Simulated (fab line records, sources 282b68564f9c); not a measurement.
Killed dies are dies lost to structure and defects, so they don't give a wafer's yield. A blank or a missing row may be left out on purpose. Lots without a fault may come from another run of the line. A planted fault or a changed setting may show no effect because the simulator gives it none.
Which tool did it? | flow rit_cmos | 14 lots, 42 wafers sampled, at 2 steps of a route of 202

WHAT THE GAUGES READ, wafer by wafer
RIT_GATE_OVL_MEAS_17.
lot  | measured    | on         | GATE_OVL (nm)
L756 | day 2 13:47 | overlay-02 | -2.5 -1.2 -2.3
L757 | day 2 20:12 | overlay-01 | 0.9 1.1 -0.4
L758 | day 3 03:05 | overlay-01 | 0.4 0.7 0.8
L760 | day 3 09:39 | overlay-02 | 1.5 1.3 1.2
L762 | day 3 23:32 | overlay-01 | 239.9 241.1 241.0
L764 | day 4 05:59 | overlay-01 | 3.2 0.6 1.8
L766 | day 4 16:04 | overlay-02 | 237.6 239.7 237.2
L767 | day 4 20:43 | overlay-01 | 240.7 241.2 240.3
L768 | day 5 01:37 | overlay-01 | 0.8 -1.1 -1.4
L769 | day 5 06:20 | overlay-02 | -0.4 -0.2 0.6
L771 | day 5 15:43 | overlay-01 | 1.9 0.8 2.6
L772 | day 5 21:59 | overlay-01 | 1.3 1.8 0.3
L776 | day 6 17:56 | overlay-02 | -0.2 0.2 -1.9
L779 | day 7 06:59 | overlay-01 | 1.6 0.5 0.2

WHICH TOOL RAN EACH LOT (tool, then ch and the chambers of the sampled wafers, then the start)
lot  | RIT_GATE_EXPOSE_13
L756 | iline_stepper-02 ch 0, day 2 13:16
L757 | iline_stepper-01 ch 0, day 2 19:41
L758 | iline_stepper-01 ch 0, day 3 02:36
L760 | iline_stepper-02 ch 0, day 3 09:08
L762 | iline_stepper-02 ch 0, day 3 23:01
L764 | iline_stepper-01 ch 0, day 4 05:28
L766 | iline_stepper-02 ch 0, day 4 15:33
L767 | iline_stepper-02 ch 0, day 4 20:12
L768 | iline_stepper-01 ch 0, day 5 01:06
L769 | iline_stepper-01 ch 0, day 5 05:46
L771 | iline_stepper-01 ch 0, day 5 15:12
L772 | iline_stepper-01 ch 0, day 5 21:28
L776 | iline_stepper-01 ch 0, day 6 17:17
L779 | iline_stepper-01 ch 0, day 7 06:28
- RIT_GATE_EXPOSE_13: exposes mask M6, target cd 150 nm.

WHAT THE TOOLS THEMSELVES READ (means of the sampled wafers that have a number; where no wafer has one, the mark that the record gives instead)
The record holds no such reading with a usual standard deviation.

THE ANSWER, worked out from the rows above alone
Rule: what is usual is taken from the lots themselves. Put in order of their means at a reading, lots are off if they are a third of the lots or fewer, leave a main group of 4 or more, and stand apart from it by a gap of 3 or more times the standard deviation of the main group's means; of several such gaps the widest counts. A main group whose means are all the same, to the digits that the tables above print for the reading, isn't used. A lot without any number at a reading at which 4 lots or more have one is off too. The other lots that the step has rows for count as sound. The gauges are gone through in route order, then the tools' own readings, and for those a lot's mean is taken as printed above. The first step at which some lot is off is used, and at that step the reading that is off furthest; a lot without a number counts as furthest.
Off: L762, L766, L767, at RIT_GATE_OVL_MEAS_17 (GATE_OVL). The main group: mean 0.4 nm, standard deviation 1.1.
A tool fits if, at a process step before that reading, it ran every lot that is off, and no sound lot after the first of them. The gauges at RIT_GATE_OVL_MEAS_17 are tried like those tools. One fits: iline_stepper-02 at RIT_GATE_EXPOSE_13. Its last sound lot is L760 (day 3 09:08), its first lot that is off L762 (day 3 23:01): a fault that began between those two fits.

WHAT THE SIMULATOR HAD PUT IN
Scanner matching overlay: iline_stepper-02, from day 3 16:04 on, at RIT_GATE_EXPOSE_13. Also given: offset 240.
Lots struck among those shown: L762, L766, L767. The rule above found the same.
